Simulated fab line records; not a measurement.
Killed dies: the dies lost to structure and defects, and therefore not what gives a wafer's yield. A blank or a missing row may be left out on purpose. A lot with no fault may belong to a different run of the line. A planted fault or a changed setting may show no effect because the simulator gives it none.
Which tool did it? :: flow ritCmos :: Sampling: 14 lots, 42 wafers, 4 of 202 route steps

== WHAT THE GAUGES SHOWED, per wafer ==
RIT_SDANNEAL_RS_MEAS_05: the measuring method here is four-point-probe.
lot: L725
measured: day 3 13:37
on: filmMetro-02
NSD_RS (ohm/sq): 84.6 84.7 84.9

lot: L726
measured: day 3 17:56
on: filmMetro-04
NSD_RS (ohm/sq): 84.6 84.5 84.7

lot: L727
measured: day 3 23:19
on: filmMetro-01
NSD_RS (ohm/sq): 84.4 84.4 84.6

lot: L728
measured: day 4 01:52
on: filmMetro-02
NSD_RS (ohm/sq): 84.0 84.3 84.0

lot: L730
measured: day 4 13:41
on: filmMetro-01
NSD_RS (ohm/sq): 84.8 84.6 84.7

lot: L731
measured: day 5 00:04
on: filmMetro-01
NSD_RS (ohm/sq): 84.6 84.9 84.6

lot: L732
measured: day 5 02:54
on: filmMetro-01
NSD_RS (ohm/sq): 84.8 84.6 84.6

lot: L734
measured: day 5 10:05
on: filmMetro-01
NSD_RS (ohm/sq): 84.8 84.3 84.6

lot: L735
measured: day 5 16:03
on: filmMetro-01
NSD_RS (ohm/sq): 85.0 84.8 84.7

lot: L738
measured: day 6 04:53
on: filmMetro-02
NSD_RS (ohm/sq): 84.2 84.2 84.5

lot: L739
measured: day 6 10:56
on: filmMetro-01
NSD_RS (ohm/sq): 84.5 84.9 84.7

lot: L740
measured: day 6 14:49
on: filmMetro-01
NSD_RS (ohm/sq): 85.1 84.9 85.0

lot: L742
measured: day 6 23:07
on: filmMetro-04
NSD_RS (ohm/sq): - - -

lot: L744
measured: day 7 12:21
on: filmMetro-04
NSD_RS (ohm/sq): - - -

== WHAT TOOL EACH LOT RAN ON (gives the tool, then ch and the chambers of the sampled wafers, and finally the start) ==
lot: L725
RIT_NRETRO_STRIP_09: plasmaAsher-01 ch 0,1, day 2 12:47
RIT_PLDD_STRIP_09: plasmaAsher-03 ch 0,1, day 3 06:18
RIT_NSD_IMPLANT_08: implanter-02 ch 0, day 3 11:15

lot: L726
RIT_NRETRO_STRIP_09: plasmaAsher-01 ch 0,1, day 2 21:04
RIT_PLDD_STRIP_09: plasmaAsher-01 ch 0,1, day 3 11:47
RIT_NSD_IMPLANT_08: implanter-01 ch 0, day 3 15:35

lot: L727
RIT_NRETRO_STRIP_09: plasmaAsher-02 ch 0,1, day 3 01:12
RIT_PLDD_STRIP_09: plasmaAsher-01 ch 0,1, day 3 17:05
RIT_NSD_IMPLANT_08: implanter-03 ch 0, day 3 20:50

lot: L728
RIT_NRETRO_STRIP_09: plasmaAsher-01 ch 0,1, day 3 02:38
RIT_PLDD_STRIP_09: plasmaAsher-01 ch 0,1, day 3 19:36
RIT_NSD_IMPLANT_08: implanter-03 ch 0, day 3 23:31

lot: L730
RIT_NRETRO_STRIP_09: plasmaAsher-03 ch 1, day 3 15:38
RIT_PLDD_STRIP_09: plasmaAsher-03 ch 0,1, day 4 07:01
RIT_NSD_IMPLANT_08: implanter-03 ch 0, day 4 10:56

lot: L731
RIT_NRETRO_STRIP_09: plasmaAsher-03 ch 0,1, day 3 22:09
RIT_PLDD_STRIP_09: plasmaAsher-01 ch 0,1, day 4 17:58
RIT_NSD_IMPLANT_08: implanter-03 ch 0, day 4 21:43

lot: L732
RIT_NRETRO_STRIP_09: plasmaAsher-02 ch 0,1, day 4 03:07
RIT_PLDD_STRIP_09: plasmaAsher-01 ch 0,1, day 4 20:31
RIT_NSD_IMPLANT_08: implanter-01 ch 0, day 5 00:18

lot: L734
RIT_NRETRO_STRIP_09: plasmaAsher-01 ch 0, day 4 11:01
RIT_PLDD_STRIP_09: plasmaAsher-02 ch 0,1, day 5 03:25
RIT_NSD_IMPLANT_08: implanter-01 ch 0, day 5 07:37

lot: L735
RIT_NRETRO_STRIP_09: plasmaAsher-02 ch 0,1, day 4 16:25
RIT_PLDD_STRIP_09: plasmaAsher-01 ch 1, day 5 09:34
RIT_NSD_IMPLANT_08: implanter-02 ch 0, day 5 13:29

lot: L738
RIT_NRETRO_STRIP_09: plasmaAsher-02 ch 0,1, day 5 07:08
RIT_PLDD_STRIP_09: plasmaAsher-02 ch 0,1, day 5 22:31
RIT_NSD_IMPLANT_08: implanter-03 ch 0, day 6 02:22

lot: L739
RIT_NRETRO_STRIP_09: plasmaAsher-01 ch 0,1, day 5 13:15
RIT_PLDD_STRIP_09: plasmaAsher-02 ch 0,1, day 6 04:28
RIT_NSD_IMPLANT_08: implanter-01 ch 0, day 6 08:23

lot: L740
RIT_NRETRO_STRIP_09: plasmaAsher-01 ch 0,1, day 5 17:32
RIT_PLDD_STRIP_09: plasmaAsher-01 ch 0,1, day 6 08:23
RIT_NSD_IMPLANT_08: implanter-03 ch 0, day 6 12:27

lot: L742
RIT_NRETRO_STRIP_09: plasmaAsher-02 ch 0,1, day 6 01:46
RIT_PLDD_STRIP_09: plasmaAsher-03 ch 0,1, day 6 16:40
RIT_NSD_IMPLANT_08: implanter-03 ch 0, day 6 20:26

lot: L744
RIT_NRETRO_STRIP_09: plasmaAsher-02 ch 0,1, day 6 11:11
RIT_PLDD_STRIP_09: plasmaAsher-01 ch 1, day 7 05:32
RIT_NSD_IMPLANT_08: implanter-03 ch 0, day 7 09:41
- RIT_NRETRO_STRIP_09: strips in O2, time 180 s.
- RIT_PLDD_STRIP_09: strips in O2, time 180 s.
- RIT_NSD_IMPLANT_08

== WHAT THE TOOLS THEMSELVES READ (means of the sampled wafers that have a number; where no wafer has one, the mark that the record gives instead) ==
RIT_NRETRO_STRIP_09.
lot: L725
tool: plasmaAsher-01
chamberPressureMTorr (mTorr): 3999
drypumpMotorCurrentA (A): 5.58

lot: L726
tool: plasmaAsher-01
chamberPressureMTorr (mTorr): 4000
drypumpMotorCurrentA (A): 5.57

lot: L727
tool: plasmaAsher-02
chamberPressureMTorr (mTorr): 4003
drypumpMotorCurrentA (A): 5.67

lot: L728
tool: plasmaAsher-01
chamberPressureMTorr (mTorr): 4001
drypumpMotorCurrentA (A): 5.57

lot: L730
tool: plasmaAsher-03
chamberPressureMTorr (mTorr): 3997
drypumpMotorCurrentA (A): 5.40

lot: L731
tool: plasmaAsher-03
chamberPressureMTorr (mTorr): 3999
drypumpMotorCurrentA (A): 5.44

lot: L732
tool: plasmaAsher-02
chamberPressureMTorr (mTorr): 3999
drypumpMotorCurrentA (A): 5.67

lot: L734
tool: plasmaAsher-01
chamberPressureMTorr (mTorr): 4000
drypumpMotorCurrentA (A): 5.89

lot: L735
tool: plasmaAsher-02
chamberPressureMTorr (mTorr): 3996
drypumpMotorCurrentA (A): 5.67

lot: L738
tool: plasmaAsher-02
chamberPressureMTorr (mTorr): 4003
drypumpMotorCurrentA (A): 5.67

lot: L739
tool: plasmaAsher-01
chamberPressureMTorr (mTorr): 4002
drypumpMotorCurrentA (A): 5.58

lot: L740
tool: plasmaAsher-01
chamberPressureMTorr (mTorr): 3998
drypumpMotorCurrentA (A): 5.58

lot: L742
tool: plasmaAsher-02
chamberPressureMTorr (mTorr): 4001
drypumpMotorCurrentA (A): 5.70

lot: L744
tool: plasmaAsher-02
chamberPressureMTorr (mTorr): 3998
drypumpMotorCurrentA (A): 5.66

RIT_PLDD_STRIP_09.
lot: L725
tool: plasmaAsher-03
chamberPressureMTorr (mTorr): 4001
drypumpMotorCurrentA (A): 5.42

lot: L726
tool: plasmaAsher-01
chamberPressureMTorr (mTorr): 3999
drypumpMotorCurrentA (A): 5.73

lot: L727
tool: plasmaAsher-01
chamberPressureMTorr (mTorr): 4003
drypumpMotorCurrentA (A): 5.57

lot: L728
tool: plasmaAsher-01
chamberPressureMTorr (mTorr): 4003
drypumpMotorCurrentA (A): 5.58

lot: L730
tool: plasmaAsher-03
chamberPressureMTorr (mTorr): 3998
drypumpMotorCurrentA (A): 5.43

lot: L731
tool: plasmaAsher-01
chamberPressureMTorr (mTorr): 4001
drypumpMotorCurrentA (A): 5.57

lot: L732
tool: plasmaAsher-01
chamberPressureMTorr (mTorr): 4002
drypumpMotorCurrentA (A): 5.60

lot: L734
tool: plasmaAsher-02
chamberPressureMTorr (mTorr): 4000
drypumpMotorCurrentA (A): 5.67

lot: L735
tool: plasmaAsher-01
chamberPressureMTorr (mTorr): 3997
drypumpMotorCurrentA (A): 5.42

lot: L738
tool: plasmaAsher-02
chamberPressureMTorr (mTorr): 4003
drypumpMotorCurrentA (A): 5.71

lot: L739
tool: plasmaAsher-02
chamberPressureMTorr (mTorr): 3995
drypumpMotorCurrentA (A): 5.72

lot: L740
tool: plasmaAsher-01
chamberPressureMTorr (mTorr): 4003
drypumpMotorCurrentA (A): 5.57

lot: L742
tool: plasmaAsher-03
chamberPressureMTorr (mTorr): 4000
drypumpMotorCurrentA (A): 5.47

lot: L744
tool: plasmaAsher-01
chamberPressureMTorr (mTorr): 3999
drypumpMotorCurrentA (A): 5.42

== THE ANSWER, worked out from the rows above alone ==
Rule: usual is defined by the lots themselves. The widest of any qualifying gaps counts: lots, ordered by their means at a reading, are off when they make up no more than a third of the lots, leave a main group of 4 or more, and stand apart from it by 3 or more times the standard deviation of that group's means. The tables above print the reading to a certain number of digits; a main group whose means all agree to those digits is not used. A lot without any number at a reading at which 4 lots or more have one is off too. Where the step has rows for the other lots, those lots are counted as sound. First the gauges in route order, then the tools' own readings, where a lot's mean is used as printed above. The first step at which some lot is off is used, and at that step the reading that is off furthest; a lot without a number counts as furthest.
Off: L742, L744, at RIT_SDANNEAL_RS_MEAS_05 (NSD_RS). Without a number there: L742, L744. The main group: mean 84.6 ohm/sq, standard deviation 0.23.
If a tool, at a process step before that reading, ran all the lots that are off and no sound lot after the first of them, it fits. Those tools and the gauges at RIT_SDANNEAL_RS_MEAS_05 are tried in the same way. Can't be told from this: 3 tools fit, plasmaAsher-02 at RIT_NRETRO_STRIP_09, implanter-03 at RIT_NSD_IMPLANT_08, filmMetro-04 at RIT_SDANNEAL_RS_MEAS_05.

== WHAT THE SIMULATOR HAD INSERTED ==
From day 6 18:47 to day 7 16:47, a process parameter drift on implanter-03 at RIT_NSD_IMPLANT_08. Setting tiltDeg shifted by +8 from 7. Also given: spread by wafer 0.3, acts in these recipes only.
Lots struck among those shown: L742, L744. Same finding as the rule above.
